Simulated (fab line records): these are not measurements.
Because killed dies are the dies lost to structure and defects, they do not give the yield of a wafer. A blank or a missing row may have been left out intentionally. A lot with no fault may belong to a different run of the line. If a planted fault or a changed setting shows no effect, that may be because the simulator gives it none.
What tool caused it?	flow berkeley_cmos170	42 wafers from 14 lots sampled at 3 of the route's 331 steps

## WHAT THE GAUGES READ, wafer by wafer
UCB170_CONTACT_CD_MEAS_15 targets a cd of 700 nm. Usual: 700.0 nm for cd_nm, sd 1.3.
lot	measured	on	cd_nm (nm)	flag
L736	day 7 02:17	cd_sem-02	699.5 699.0 699.6	
L738	day 7 16:42	cd_sem-01	700.1 700.1 700.8	
L737	day 7 17:08	cd_sem-01	699.3 699.9 697.8	
L741	day 8 10:31	cd_sem-02	699.9 700.5 700.0	
L739	day 8 09:30	cd_sem-01	701.1 699.7 700.5	
L744	day 9 01:47	cd_sem-01	700.5 699.7 699.2	
L749	day 9 17:02	cd_sem-01	697.8 700.9 699.7	
L746	day 9 16:30	cd_sem-01	702.9 703.4 703.4	
L747	day 9 17:38	cd_sem-01	700.7 702.4 701.5	
L752	day 10 11:08	cd_sem-01	700.7 699.6 700.0	
L755	day 11 06:59	cd_sem-01	701.0 701.6 700.2	
L757	day 11 11:47	cd_sem-02	698.8 697.9 697.9	
L758	day 11 15:43	cd_sem-02	699.6 700.5 699.2	
L759	day 11 18:05	cd_sem-02	698.3 698.3 696.9	

## WHAT TOOL EACH LOT RAN ON (gives the tool, then ch and the chambers of the sampled wafers, and finally the start)
lot	UCB170_PSD_STRIP_09	UCB170_CONTACT_RTA_08
L736	plasma_asher-01 ch 0,1, day 6 18:46	rtp_anneal-02 ch 0, day 7 01:17
L738	plasma_asher-04 ch 0,1, day 7 03:19	rtp_anneal-02 ch 0, day 7 14:52
L737	plasma_asher-01 ch 0,1, day 7 03:41	rtp_anneal-01 ch 0, day 7 14:53
L741	plasma_asher-03 ch 1, day 7 19:35	rtp_anneal-02 ch 0, day 8 09:14
L739	plasma_asher-01 ch 0, day 7 19:48	rtp_anneal-01 ch 0, day 8 08:16
L744	plasma_asher-04 ch 0,1, day 8 16:08	rtp_anneal-02 ch 0, day 9 00:52
L749	plasma_asher-03 ch 0,1, day 9 07:28	rtp_anneal-02 ch 0, day 9 15:19
L746	plasma_asher-04 ch 0,1, day 9 07:42	rtp_anneal-01 ch 0, day 9 15:16
L747	plasma_asher-03 ch 0,1, day 9 07:47	rtp_anneal-01 ch 0, day 9 16:09
L752	plasma_asher-03 ch 0,1, day 9 23:46	rtp_anneal-01 ch 0, day 10 09:26
L755	plasma_asher-04 ch 0,1, day 10 21:59	rtp_anneal-02 ch 0, day 11 05:38
L757	plasma_asher-01 ch 0,1, day 10 22:56	rtp_anneal-02 ch 0, day 11 09:41
L758	plasma_asher-03 ch 0,1, day 11 04:28	rtp_anneal-02 ch 0, day 11 14:44
L759	plasma_asher-01 ch 0,1, day 11 08:19	rtp_anneal-02 ch 0, day 11 17:10
- UCB170_PSD_STRIP_09: strips in O2.
- UCB170_CONTACT_RTA_08: time 10 s.

## WHAT THE TOOLS THEMSELVES READ (means of the sampled wafers that have a number; where no wafer has one, the mark that the record gives instead)
UCB170_PSD_STRIP_09. Usual: drypump_motor_current_A 5.6 A, standard deviation 0.5; oes_product_au 0.600 a.u., standard deviation 0.0047; strip_time_to_endpoint_s 29.39 s, standard deviation 0.066.
lot	tool	drypump_motor_current_A (A)	oes_product_au (a.u.)	strip_time_to_endpoint_s (s)	flag
L736	plasma_asher-01	6.0	0.597	29.44	
L738	plasma_asher-04	4.8	0.599	29.50	
L737	plasma_asher-01	5.8	0.601	29.45	
L741	plasma_asher-03	5.6	0.600	29.34	
L739	plasma_asher-01	5.7	0.603	29.49	
L744	plasma_asher-04	4.8	0.600	29.33	
L749	plasma_asher-03	5.8	0.596	29.32	
L746	plasma_asher-04	4.8	0.599	29.44	
L747	plasma_asher-03	5.8	0.597	29.31	
L752	plasma_asher-03	5.9	0.602	29.36	
L755	plasma_asher-04	5.1	0.600	29.37	
L757	plasma_asher-01	6.0	0.597	29.36	
L758	plasma_asher-03	5.9	0.603	29.38	
L759	plasma_asher-01	5.8	0.599	29.34	

UCB170_CONTACT_RTA_08. Usual: lamp_power_pct 23.4 %, standard deviation 1.5; wafer_temp_C_max 904.5, standard deviation 1.3.
lot	tool	lamp_power_pct (%)	wafer_temp_C_max	flag
L736	rtp_anneal-02	22.2	905.4	
L738	rtp_anneal-02	22.2	905.2	
L737	rtp_anneal-01	25.2	903.3	
L741	rtp_anneal-02	22.2	906.9	
L739	rtp_anneal-01	25.2	903.7	
L744	rtp_anneal-02	22.2	905.3	
L749	rtp_anneal-02	22.2	904.7	
L746	rtp_anneal-01	25.2	902.7	
L747	rtp_anneal-01	25.2	902.5	
L752	rtp_anneal-01	25.2	903.9	
L755	rtp_anneal-02	22.2	904.6	
L757	rtp_anneal-02	22.2	905.7	
L758	rtp_anneal-02	22.2	905.5	
L759	rtp_anneal-02	22.2	906.1	

## THE ANSWER, worked out from the rows above alone
Rule: lot off if the mean of its wafers having a number is beyond 3 standard deviations from the usual mean. A lot without any number at a reading at which 4 lots or more have one is off too. All remaining lots with rows at the step are treated as sound. The gauges are gone through in route order, then the tools' own readings, and for those a lot's mean is taken as printed above. At the first step where some lot is off, the reading lying furthest off is the one used; lots without a number count as furthest.
Nothing can be told from this: no lot is off at any reading shown.

## WHAT WAS PUT IN BY THE SIMULATOR
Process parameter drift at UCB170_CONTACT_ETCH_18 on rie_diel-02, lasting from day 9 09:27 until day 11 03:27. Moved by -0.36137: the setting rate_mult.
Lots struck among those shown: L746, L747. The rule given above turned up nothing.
